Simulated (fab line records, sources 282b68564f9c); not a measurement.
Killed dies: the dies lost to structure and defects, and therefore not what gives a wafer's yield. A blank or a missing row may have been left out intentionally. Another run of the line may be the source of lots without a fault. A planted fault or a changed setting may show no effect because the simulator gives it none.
fab line records | flow ritCmos
record: lots: 14 | wafers: 42 | lastDay: 8
route steps=202 shown NRETRO@63 PRETRO@74 NLDD@112 PSD@151 M1@202
lots with no fault: from the same line, run without faults
startH: the number of hours between the record's first day and the start of the first shown wafer of the lot | waitH: hours elapsed since this lot's preceding step | " same as the row above | L1.1+2: several wafers, shown together as one row | - no value present, or no start provided | * or withheld: withheld | < > ~ a bound
route shown NAME@n: NAME is a module with steps in the file, n the number in the route of the first one | usual: average and standard deviation across the fault-free wafers | same: alike in all rows | chamber/n: place in a boat | sites: per-site readings | _std_site: the standard deviation of these | _edge_site: mean of outer sites minus mean of inner sites | radiusMm: how far each site lies from the wafer's centre | mask NAME#n: copy n | behind: the last tool/chamber to shape the wafer | hold: cause of the lot's hold/its duration in hours/its outcome | device: whichever transistor did not switch (one of n, p or np) | end of line: the same wafers' tests at the end of the route | a step given without rows: its recipe and nothing more | killed: dies lost to structure and defects at the first sort, not the wafer's yield | map: per-die view of a wafer (x killed, . not killed, _ where there is no die)
set.NAME: the setting as run; set.NAME@STEP: as run at that earlier step | model.NAME: the simulator's own value behind a step, which no gauge read
steps of the route over a sample of lots; a table a step, a row a wafer
services: when a tool's chamber went out of use (startH, in hours from the record's first day, below 0 if earlier), for how many hours, and the reason
== steps ==
step: RIT_NRETRO_TW_MEAS_10
usual: NRETRO_TW: 1041/4.9
lot.wafer | tool         | chamber | startH | waitH | NRETRO_TW
L885.4    | filmMetro-01 | -       | 39.16  | 0.1   | 1036
L885.5    | "            | -       | "      | "     | 1038
L885.6    | "            | -       | "      | "     | 1043
L886.3    | filmMetro-04 | -       | 43.94  | 0.1   | 1045
L886.4    | "            | -       | "      | "     | 1040
L886.5    | "            | -       | "      | "     | 1044
L887.1    | filmMetro-01 | -       | 49.06  | 0.1   | 1037
L887.2    | "            | -       | "      | "     | 1039
L887.5    | "            | -       | "      | "     | 1041
L888.2    | filmMetro-01 | -       | 54.81  | 0.1   | 1043
L888.4    | "            | -       | "      | "     | 1044
L888.6    | "            | -       | "      | "     | 1041
L889.1    | filmMetro-03 | -       | 60.55  | 0.1   | 1037
L889.3    | "            | -       | "      | "     | 1035
L889.4    | "            | -       | "      | "     | 1042
L896.1    | filmMetro-03 | -       | 96.43  | 0.1   | 1041
L896.2    | "            | -       | "      | "     | 1044
L896.5    | "            | -       | "      | "     | 1039
L897.2    | filmMetro-04 | -       | 101.63 | 0.1   | 1033
L897.3    | "            | -       | "      | "     | 1036
L897.4    | "            | -       | "      | "     | 1031
L899.4    | filmMetro-03 | -       | 109.66 | 0.1   | 1037
L899.5    | "            | -       | "      | "     | 1038
L899.6    | "            | -       | "      | "     | 1037
L901.1    | filmMetro-04 | -       | 119.37 | 0.1   | 1046
L901.2    | "            | -       | "      | "     | 1038
L901.6    | "            | -       | "      | "     | 1038
L902.1    | filmMetro-04 | -       | 122.28 | 0.1   | 1037
L902.2    | "            | -       | "      | "     | 1042
L902.6    | "            | -       | "      | "     | 1043
L903.1    | filmMetro-04 | -       | 127.80 | 0.1   | 1039
L903.2    | "            | -       | "      | "     | 1042
L903.3    | "            | -       | "      | "     | 1039
L904.1    | filmMetro-03 | -       | 133.14 | 0.1   | 1041
L904.3    | "            | -       | "      | "     | 1041
L904.6    | "            | -       | "      | "     | 1037
L905.3    | filmMetro-03 | -       | 138.49 | 0.1   | 1031
L905.5    | "            | -       | "      | "     | 1031
L905.6    | "            | -       | "      | "     | 1036
L906.1    | filmMetro-01 | -       | 143.87 | 0.1   | 1043
L906.2    | "            | -       | "      | "     | 1041
L906.4    | "            | -       | "      | "     | 1042
step: RIT_PRETRO_TW_MEAS_10
usual: PRETRO_TW: 473/3.4
lot.wafer | tool         | chamber | startH | waitH | PRETRO_TW
L885.4    | filmMetro-03 | -       | 40.92  | 0.1   | 471
L885.5    | "            | -       | "      | "     | 474
L885.6    | "            | -       | "      | "     | 472
L886.3    | filmMetro-02 | -       | 45.56  | 0.1   | 480
L886.4    | "            | -       | "      | "     | 479
L886.5    | "            | -       | "      | "     | 478
L887.1    | filmMetro-02 | -       | 50.74  | 0.1   | 477
L887.2    | "            | -       | "      | "     | 477
L887.5    | "            | -       | "      | "     | 478
L888.2    | filmMetro-04 | -       | 56.36  | 0.1   | 467
L888.4    | "            | -       | "      | "     | 466
L888.6    | "            | -       | "      | "     | 464
L889.1    | filmMetro-04 | -       | 62.23  | 0.1   | 468
L889.3    | "            | -       | "      | "     | 467
L889.4    | "            | -       | "      | "     | 470
L896.1    | filmMetro-02 | -       | 98.10  | 0.1   | 474
L896.2    | "            | -       | "      | "     | 475
L896.5    | "            | -       | "      | "     | 475
L897.2    | filmMetro-03 | -       | 103.30 | 0.1   | 470
L897.3    | "            | -       | "      | "     | 470
L897.4    | "            | -       | "      | "     | 472
L899.4    | filmMetro-02 | -       | 111.24 | 0.1   | 472
L899.5    | "            | -       | "      | "     | 472
L899.6    | "            | -       | "      | "     | 474
L901.1    | filmMetro-04 | -       | 120.92 | 0.1   | 474
L901.2    | "            | -       | "      | "     | 472
L901.6    | "            | -       | "      | "     | 473
L902.1    | filmMetro-02 | -       | 123.84 | 0.1   | 473
L902.2    | "            | -       | "      | "     | 472
L902.6    | "            | -       | "      | "     | 472
L903.1    | filmMetro-02 | -       | 129.35 | 0.1   | 474
L903.2    | "            | -       | "      | "     | 473
L903.3    | "            | -       | "      | "     | 473
L904.1    | filmMetro-04 | -       | 134.69 | 0.1   | 473
L904.3    | "            | -       | "      | "     | 471
L904.6    | "            | -       | "      | "     | 472
L905.3    | filmMetro-02 | -       | 140.04 | 0.1   | 476
L905.5    | "            | -       | "      | "     | 475
L905.6    | "            | -       | "      | "     | 473
L906.1    | filmMetro-02 | -       | 145.42 | 0.1   | 476
L906.2    | "            | -       | "      | "     | 476
L906.4    | "            | -       | "      | "     | 478
step: RIT_NLDD_STRIP_09
recipe: chemistry: O2 | timeS: 180 | resist: NOVOLAK | platenTempC: withheld | powerW: 500 | pressureMtorr: 4000 | o2FlowSccm: 4000
usual: chamberPressureMTorr: 4000/3.6 | drypumpMotorCurrentA: 6.0/0.31
lot.wafer | tool           | chamber | startH | waitH | chamberPressureMTorr | drypumpMotorCurrentA | rfHoursCounterH
L885.4    | plasmaAsher-04 | 0       | 60.87  | 0.1   | 3999                 | 6.7                  | -
L885.5    | "              | 1       | "      | "     | 4003                 | 6.3                  | -
L885.6    | "              | 0       | "      | "     | 4001                 | 6.7                  | -
L886.3    | plasmaAsher-02 | 1       | 61.12  | 0.1   | 4000                 | 5.9                  | -
L886.4    | "              | 0       | "      | "     | 4006                 | 5.8                  | -
L886.5    | "              | 1       | "      | "     | 4000                 | 5.9                  | -
L887.1    | plasmaAsher-04 | 1       | 70.69  | 0.1   | 4004                 | 6.3                  | 23
L887.2    | "              | 0       | "      | "     | 3996                 | 6.7                  | 23
L887.5    | "              | 0       | "      | "     | 4000                 | 6.7                  | -
L888.2    | plasmaAsher-03 | 0       | 74.83  | 0.1   | 4004                 | 5.8                  | 43
L888.4    | "              | 1       | "      | "     | 4003                 | 5.8                  | -
L888.6    | "              | 1       | "      | "     | 3994                 | 5.8                  | -
L889.1    | plasmaAsher-03 | 1       | 80.22  | 0.1   | 3997                 | 5.8                  | 44
L889.3    | "              | 1       | "      | "     | 4005                 | 5.8                  | -
L889.4    | "              | 0       | "      | "     | 3998                 | 5.8                  | -
L896.1    | plasmaAsher-04 | 1       | 111.76 | 0.1   | 3996                 | 6.3                  | 29
L896.2    | "              | 0       | "      | "     | 4002                 | 6.7                  | 29
L896.5    | "              | 0       | "      | "     | 3994                 | 6.7                  | -
L897.2    | plasmaAsher-04 | 0       | 117.93 | 0.1   | 4005                 | 6.6                  | 30
L897.3    | "              | 0       | "      | "     | 4005                 | 6.7                  | -
L897.4    | "              | 1       | "      | "     | 3997                 | 6.3                  | -
L899.4    | plasmaAsher-02 | 0       | 124.56 | 0.1   | 4001                 | 5.8                  | -
L899.5    | "              | 0       | "      | "     | 4000                 | 5.8                  | -
L899.6    | "              | 1       | "      | "     | 3999                 | 6.0                  | -
L901.1    | plasmaAsher-03 | 1       | 134.94 | 0.1   | 4009                 | 5.8                  | 49
L901.2    | "              | 0       | "      | "     | 3996                 | 5.8                  | 49
L901.6    | "              | 1       | "      | "     | 4006                 | 5.8                  | -
L902.1    | plasmaAsher-02 | 0       | 135.05 | 0.1   | 4001                 | 5.8                  | 52
L902.2    | "              | 1       | "      | "     | 4001                 | 5.9                  | 52
L902.6    | "              | 0       | "      | "     | 4003                 | 5.8                  | -
L903.1    | plasmaAsher-02 | 1       | 140.68 | 0.1   | 4002                 | 5.9                  | 53
L903.2    | "              | 0       | "      | "     | 4000                 | 5.8                  | 53
L903.3    | "              | 0       | "      | "     | 4001                 | 5.8                  | -
L904.1    | plasmaAsher-02 | 1       | 148.45 | 0.1   | 4003                 | 6.0                  | 54
L904.3    | "              | 0       | "      | "     | 4001                 | 5.8                  | -
L904.6    | "              | 1       | "      | "     | 4003                 | 5.9                  | -
L905.3    | plasmaAsher-02 | 0       | 156.50 | 0.1   | 4001                 | 5.8                  | -
L905.5    | "              | 1       | "      | "     | 3997                 | 5.9                  | -
L905.6    | "              | 0       | "      | "     | 3996                 | 5.8                  | -
L906.1    | plasmaAsher-04 | 0       | 165.71 | 0.1   | 4003                 | 6.7                  | 34
L906.2    | "              | 1       | "      | "     | 4003                 | 6.3                  | 34
L906.4    | "              | 0       | "      | "     | 4002                 | 6.7                  | -
step: RIT_PSD_STRIP_09
recipe: chemistry: O2 | timeS: 180 | resist: NOVOLAK | platenTempC: withheld | powerW: 500 | pressureMtorr: 4000 | o2FlowSccm: 4000
usual: chamberPressureMTorr: 4000/3.6 | drypumpMotorCurrentA: 6.2/0.35
lot.wafer | tool           | chamber | startH | waitH | chamberPressureMTorr | drypumpMotorCurrentA | rfHoursCounterH
L885.4    | plasmaAsher-04 | 1       | 68.12  | 0.1   | 3997                 | 6.3                  | -
L885.5    | "              | 0       | "      | "     | 3996                 | 6.7                  | -
L885.6    | "              | 1       | "      | "     | 4003                 | 6.3                  | -
L886.3    | plasmaAsher-04 | 1       | 68.51  | 0.1   | 3996                 | 6.3                  | -
L886.4    | "              | 0       | "      | "     | 4005                 | 6.6                  | -
L886.5    | "              | 1       | "      | "     | 3998                 | 6.3                  | -
L887.1    | plasmaAsher-04 | 1       | 77.57  | 0.1   | 3996                 | 6.3                  | 24
L887.2    | "              | 0       | "      | "     | 4005                 | 6.7                  | 24
L887.5    | "              | 1       | "      | "     | 4001                 | 6.3                  | -
L888.2    | plasmaAsher-04 | 0       | 82.45  | 0.1   | -                    | -                    | -
L888.4    | "              | 0       | "      | "     | -                    | -                    | -
L888.6    | "              | 1       | "      | "     | -                    | -                    | -
L889.1    | plasmaAsher-04 | 1       | 87.36  | 0.1   | -                    | -                    | -
L889.3    | "              | 0       | "      | "     | -                    | -                    | -
L889.4    | "              | 1       | "      | "     | -                    | -                    | -
L896.1    | plasmaAsher-02 | 1       | 118.96 | 0.1   | 4000                 | 5.9                  | 50
L896.2    | "              | 0       | "      | "     | 3998                 | 5.8                  | 50
L896.5    | "              | 1       | "      | "     | 4000                 | 5.9                  | -
L897.2    | plasmaAsher-04 | 0       | 124.86 | 0.1   | 3994                 | 6.7                  | 31
L897.3    | "              | 0       | "      | "     | 4001                 | 6.6                  | -
L897.4    | "              | 1       | "      | "     | 4003                 | 6.3                  | -
L899.4    | plasmaAsher-02 | 1       | 132.69 | 0.1   | 4004                 | 5.9                  | -
L899.5    | "              | 1       | "      | "     | 3999                 | 6.0                  | -
L899.6    | "              | 0       | "      | "     | 3998                 | 5.8                  | -
L901.1    | plasmaAsher-01 | 0       | 141.75 | 0.1   | 3999                 | 5.7                  | 2
L901.2    | "              | 1       | "      | "     | 4006                 | 6.5                  | 2
L901.6    | "              | 0       | "      | "     | 3999                 | 5.7                  | -
L902.1    | plasmaAsher-02 | 0       | 143.39 | 0.1   | 3998                 | 5.8                  | 53
L902.2    | "              | 1       | "      | "     | 4003                 | 6.0                  | 53
L902.6    | "              | 0       | "      | "     | 3998                 | 5.8                  | -
L903.1    | plasmaAsher-01 | 1       | 147.68 | 0.1   | 3990                 | 6.4                  | 3
L903.2    | "              | 0       | "      | "     | 3999                 | 5.7                  | 3
L903.3    | "              | 0       | "      | "     | 4000                 | 5.7                  | -
L904.1    | plasmaAsher-04 | 0       | 155.35 | 0.1   | 3999                 | 6.6                  | 34
L904.3    | "              | 0       | "      | "     | 4001                 | 6.6                  | -
L904.6    | "              | 1       | "      | "     | 3998                 | 6.3                  | -
L905.3    | plasmaAsher-04 | 0       | 163.44 | 0.1   | 3996                 | 6.7                  | -
L905.5    | "              | 1       | "      | "     | 4000                 | 6.3                  | -
L905.6    | "              | 0       | "      | "     | 4004                 | 6.6                  | -
L906.1    | plasmaAsher-01 | 0       | 172.72 | 0.1   | 4000                 | 5.7                  | 6
L906.2    | "              | 1       | "      | "     | 4003                 | 6.5                  | 6
L906.4    | "              | 1       | "      | "     | 4002                 | 6.4                  | -
step: RIT_M1_PROBE_99
usual: killed_at_M0_to_M3: 0.0/0.12 | killedAtContacts: 0.0/0.16 | killedAtFrontEnd: 7.5/2.8 | killedDies: 7.6/2.9 | killedOnRim: 2.1/1.4 | killedOpen: 3.7/2 | killedShort: 3.8/2
same: grossDies: 264 | killed_at_M4_up: 0 | killedAtBackSide: 0 | killedAtOther: 0
lot.wafer | tool      | chamber | startH | waitH | killed_at_M0_to_M3 | killedAtContacts | killedAtFrontEnd | killedDies | killedOnRim | killedOpen | killedShort
L885.4    | prober-02 | -       | 76.55  | 0.2   | 0                  | 0                | 9                | 9          | 3           | 3          | 6
L885.5    | prober-02 | -       | 76.60  | 0.2   | 0                  | 0                | 11               | 11         | 1           | 5          | 6
L885.6    | prober-02 | -       | 76.65  | 0.2   | 0                  | 0                | 8                | 8          | 2           | 6          | 2
L888.2    | prober-01 | -       | 90.67  | 0.1   | 0                  | 0                | 264              | 264        | 70          | 4          | 6
L888.4    | prober-01 | -       | 90.77  | 0.2   | 0                  | 0                | 264              | 264        | 70          | 2          | 4
L888.6    | prober-01 | -       | 90.87  | 0.2   | 0                  | 0                | 264              | 264        | 70          | 4          | 2
L889.1    | prober-02 | -       | 95.60  | 0.1   | 0                  | 0                | 264              | 264        | 70          | 7          | 5
L889.3    | prober-02 | -       | 95.70  | 0.2   | 0                  | 0                | 264              | 264        | 70          | 2          | 2
L889.4    | prober-02 | -       | 95.75  | 0.2   | 0                  | 0                | 264              | 264        | 70          | 0          | 2
L896.1    | prober-02 | -       | 127.09 | 0.1   | 0                  | 0                | 10               | 10         | 1           | 7          | 3
L896.2    | prober-02 | -       | 127.14 | 0.1   | 0                  | 0                | 6                | 6          | 2           | 1          | 5
L896.5    | prober-02 | -       | 127.29 | 0.2   | 0                  | 0                | 7                | 7          | 3           | 4          | 3
L902.1    | prober-02 | -       | 151.46 | 0.1   | 0                  | 0                | 7                | 7          | 2           | 3          | 3
L902.2    | prober-02 | -       | 151.51 | 0.1   | 0                  | 0                | 11               | 11         | 7           | 4          | 7
L902.6    | prober-02 | -       | 151.71 | 0.2   | 0                  | 0                | 5                | 5          | 1           | 3          | 2
L903.1    | prober-01 | -       | 155.84 | 0.1   | 0                  | 0                | 11               | 11         | 4           | 6          | 5
L903.2    | prober-01 | -       | 155.89 | 0.1   | 0                  | 0                | 8                | 8          | 0           | 3          | 5
L903.3    | prober-01 | -       | 155.94 | 0.2   | 0                  | 0                | 6                | 6          | 3           | 3          | 2
L904.1    | prober-02 | -       | 163.24 | 0.1   | 0                  | 0                | 8                | 8          | 3           | 3          | 5
L904.3    | prober-02 | -       | 163.34 | 0.2   | 0                  | 0                | 4                | 4          | 1           | 2          | 2
L904.6    | prober-02 | -       | 163.49 | 0.2   | 0                  | 0                | 12               | 12         | 5           | 4          | 8
L906.1    | prober-02 | -       | 180.63 | 0.1   | 0                  | 0                | 13               | 13         | 5           | 5          | 8
L906.2    | prober-02 | -       | 180.68 | 0.1   | 0                  | 0                | 9                | 9          | 3           | 4          | 5
L906.4    | prober-02 | -       | 180.78 | 0.2   | 0                  | 0                | 6                | 6          | 1           | 4          | 2
killed by level:class
L885.4 REOX:geometricParticle:short=2 ACTIVE:geometricParticle:short=1 FOX1:geometricParticle:open=1 FOX1:geometricParticle:short=1 FOX2:geometricParticle:short=1 GATE:geometricParticle:short=1 SPACER:geometricParticle:open=1 SILICIDE:geometricParticle:open=1
L885.5 FOX1:geometricParticle:open=2 FOX1:geometricParticle:short=2 GATE:geometricParticle:short=2 SPACER:geometricParticle:short=2 GATE:geometricParticle:open=1 SPACER:geometricParticle:open=1 SILICIDE:geometricParticle:open=1
L885.6 GATE:geometricParticle:short=2 GATE:geometricParticle:open=2 SPACER:geometricParticle:open=2 SILICIDE:geometricParticle:open=2
L888.2 SDANNEAL:areaRta=254 GATE:geometricParticle:short=3 GATE:geometricParticle:open=2 REOX:geometricParticle:open=2 ACTIVE:geometricParticle:short=1 FOX1:geometricParticle:short=1 SILICIDE:geometricParticle:short=1
L888.4 SDANNEAL:areaRta=258 GATE:geometricParticle:open=2 REOX:geometricParticle:short=2 SPACER:geometricParticle:short=2
L888.6 SDANNEAL:areaRta=258 GATE:geometricParticle:open=2 FOX2:geometricParticle:short=1 GATE:geometricParticle:short=1 REOX:geometricParticle:open=1 SILICIDE:geometricParticle:open=1
L889.1 SDANNEAL:areaRta=252 GATE:geometricParticle:open=4 FOX2:geometricParticle:open=2 SILICIDE:geometricParticle:short=2 FOX1:geometricParticle:short=1 FOX1:geometricParticle:open=1 GATE:geometricParticle:short=1 SPACER:geometricParticle:short=1
L889.3 SDANNEAL:areaRta=260 SPACER:geometricParticle:open=2 GATE:geometricParticle:short=1 REOX:geometricParticle:short=1
L889.4 SDANNEAL:areaRta=262 FOX1:geometricParticle:short=1 GATE:geometricParticle:short=1
L896.1 GATE:geometricParticle:open=4 REOX:geometricParticle:open=2 GATE:geometricParticle:short=1 SPACER:geometricParticle:short=1 SPACER:geometricParticle:open=1 SILICIDE:geometricParticle:short=1
L896.2 FOX2:geometricParticle:short=2 GATE:geometricParticle:short=2 REOX:geometricParticle:open=1 SILICIDE:geometricParticle:short=1
L896.5 GATE:geometricParticle:open=2 GATE:geometricParticle:short=2 FOX1:geometricParticle:short=1 FOX2:geometricParticle:open=1 SILICIDE:geometricParticle:open=1
L902.1 SPACER:geometricParticle:short=1 FOX2:geometricParticle:open=1 GATE:geometricParticle:short=1 GATE:geometricParticle:open=1 REOX:geometricParticle:open=1 REOX:geometricParticle:short=1 PSD:coatMicrobubblePrinted=1
L902.2 REOX:geometricParticle:short=3 GATE:geometricParticle:short=2 REOX:geometricParticle:open=2 FOX1:geometricParticle:short=1 GATE:geometricParticle:open=1 SILICIDE:geometricParticle:open=1 SILICIDE:geometricParticle:short=1
L902.6 REOX:geometricParticle:short=2 GATE:geometricParticle:open=1 REOX:geometricParticle:open=1 SILICIDE:geometricParticle:open=1
L903.1 GATE:geometricParticle:short=3 FOX1:geometricParticle:open=2 GATE:geometricParticle:open=2 REOX:geometricParticle:open=1 REOX:geometricParticle:short=1 SPACER:geometricParticle:open=1 SPACER:geometricParticle:short=1
L903.2 GATE:geometricParticle:short=3 GATE:geometricParticle:open=2 REOX:geometricParticle:short=1 SPACER:geometricParticle:open=1 SILICIDE:geometricParticle:short=1
L903.3 GATE:geometricParticle:open=1 GATE:geometricParticle:short=1 REOX:geometricParticle:open=1 SPACER:geometricParticle:open=1 SILICIDE:geometricParticle:short=1 NSD:coatMicrobubblePrinted=1
L904.1 SPACER:geometricParticle:short=3 GATE:geometricParticle:short=2 FOX1:geometricParticle:open=1 GATE:geometricParticle:open=1 SILICIDE:geometricParticle:open=1
L904.3 FOX1:geometricParticle:open=1 FOX2:geometricParticle:open=1 GATE:geometricParticle:short=1 SPACER:geometricParticle:short=1
L904.6 GATE:geometricParticle:short=4 REOX:geometricParticle:open=2 SILICIDE:geometricParticle:short=2 FOX2:geometricParticle:open=1 GATE:geometricParticle:open=1 REOX:geometricParticle:short=1 SPACER:geometricParticle:short=1
L906.1 FOX1:geometricParticle:short=3 GATE:geometricParticle:short=3 GATE:geometricParticle:open=3 FOX2:geometricParticle:short=1 REOX:geometricParticle:open=1 REOX:geometricParticle:short=1 SPACER:geometricParticle:open=1
L906.2 GATE:geometricParticle:open=3 SPACER:geometricParticle:short=3 FOX1:geometricParticle:short=1 FOX1:geometricParticle:open=1 REOX:geometricParticle:short=1
L906.4 GATE:geometricParticle:open=3 GATE:geometricParticle:short=2 SILICIDE:geometricParticle:open=1
== services ==
tool           | chamber | startH | hours | kind
plasmaAsher-02 | -       | 72.58  | 11.4  | pm
plasmaAsher-01 | -       | 108.75 | 9.0   | pm
plasmaAsher-01 | 0       | 108.75 | 9.0   | ventCycle
plasmaAsher-01 | 1       | 108.75 | 9.0   | ventCycle
plasmaAsher-03 | -       | 110.39 | 7.6   | repair
plasmaAsher-01 | 0       | 117.75 | -     | clean
plasmaAsher-01 | 1       | 117.75 | -     | clean
plasmaAsher-04 | -       | 158.88 | 1.4   | repair
plasmaAsher-03 | -       | 162.43 | 1.9   | repair
== key ==
firstSign: step: RIT_PSD_STRIP_09 | reading: toolRecord | direction: missing
effect: step: RIT_M1_PROBE_99 | reading: killedAtFrontEnd | direction: up | sigmas: 91 | usual: 7.5 | struck: 264
moreKillsBornAt: RIT_SDANNEAL_RTA_03@rtpAnneal-01: 774 | RIT_SDANNEAL_RTA_03@rtpAnneal-02: 770
metAt RIT_PSD_STRIP_09
struckLots L888,L889
laterRowsLeftOut L888.2,L888.4,L888.6,L889.1,L889.3,L889.4
testerLeftOut L888,L889
notActingAt RIT_NRETRO_TW_MEAS_10,RIT_PRETRO_TW_MEAS_10,RIT_NLDD_STRIP_09
onsetBetween 77.57 82.45
fault: kind: skippedStepWhole | tool: plasmaAsher-04 | chamber: - | onsetH: 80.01 | steps: RIT_PSD_STRIP_09 | scope: struckLotsOnly
testerLeftOut: of these lots the tester's yield and bins aren't shown, on N5 and GAA mostly nor the transistor test; their killed dies are dies lost to structure and defects alone, not to doping, threshold or leakage, so they don't give the yield
laterRowsLeftOut: the simulator's readings of these wafers behind a module that went badly wrong aren't trusted and aren't shown, but for the sort
